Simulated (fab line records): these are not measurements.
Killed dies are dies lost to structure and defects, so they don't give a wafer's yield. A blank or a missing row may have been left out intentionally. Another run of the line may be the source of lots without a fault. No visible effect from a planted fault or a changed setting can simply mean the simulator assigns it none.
Matching of chambers / flow berkeley-cmos170 / UCB170_PWELL_ETCH_14 on rie-diel-04: 4 sister chambers
The step etches Si3N4 in CH3F/Ar/O2, stops on SiO2, target depth 242 nm, time 151 s. 4 wafers are shown with their chamber, then 7 later ones without.

== EACH WAFER AND ITS CHAMBER ==
wafer=L767.6; chamber=2; drypump-motor-current-A (A)=4.8
wafer=L772.6; chamber=3; drypump-motor-current-A (A)=5.9
wafer=L779.1; chamber=1; drypump-motor-current-A (A)=5.8
wafer=L779.2; chamber=0; drypump-motor-current-A (A)=6.4

== WAFERS MISSING THEIR CHAMBER ==
wafer=L779.3; drypump-motor-current-A (A)=4.7
wafer=L784.2; drypump-motor-current-A (A)=5.9
wafer=L784.3; drypump-motor-current-A (A)=4.7
wafer=L784.6; drypump-motor-current-A (A)=6.4
wafer=L786.2; drypump-motor-current-A (A)=5.9
wafer=L786.3; drypump-motor-current-A (A)=5.8
wafer=L786.4; drypump-motor-current-A (A)=4.7

== CHAMBER TAKEN BY EACH ==
wafer=L779.3; from the rows above=2; in truth=2
wafer=L784.2; from the rows above=can't be placed: 3 or 1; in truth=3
wafer=L784.3; from the rows above=2; in truth=2
wafer=L784.6; from the rows above=0; in truth=0
wafer=L786.2; from the rows above=can't be placed: 3 or 1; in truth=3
wafer=L786.3; from the rows above=can't be placed: 1 or 3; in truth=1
wafer=L786.4; from the rows above=2; in truth=2
Placed correctly: 4 of 7. Can't be placed from these rows: 3 (the true chamber is among the candidates in 3). Number placed wrongly: 0.
How it was worked out, from the rows above alone: a wafer's distance from a chamber is the root of the sum, over the readings, of the square of ((its reading less the chamber's mean) divided by the reading's scatter). If the next closest chamber is less than 2 further off than the closest, the wafer can't be placed; otherwise it belongs to the closest. Each chamber's mean is taken over the wafers shown for it. The scatter: root of mean squared gap, hidden wafer to nearest shown wafer, with one shown wafer a chamber.
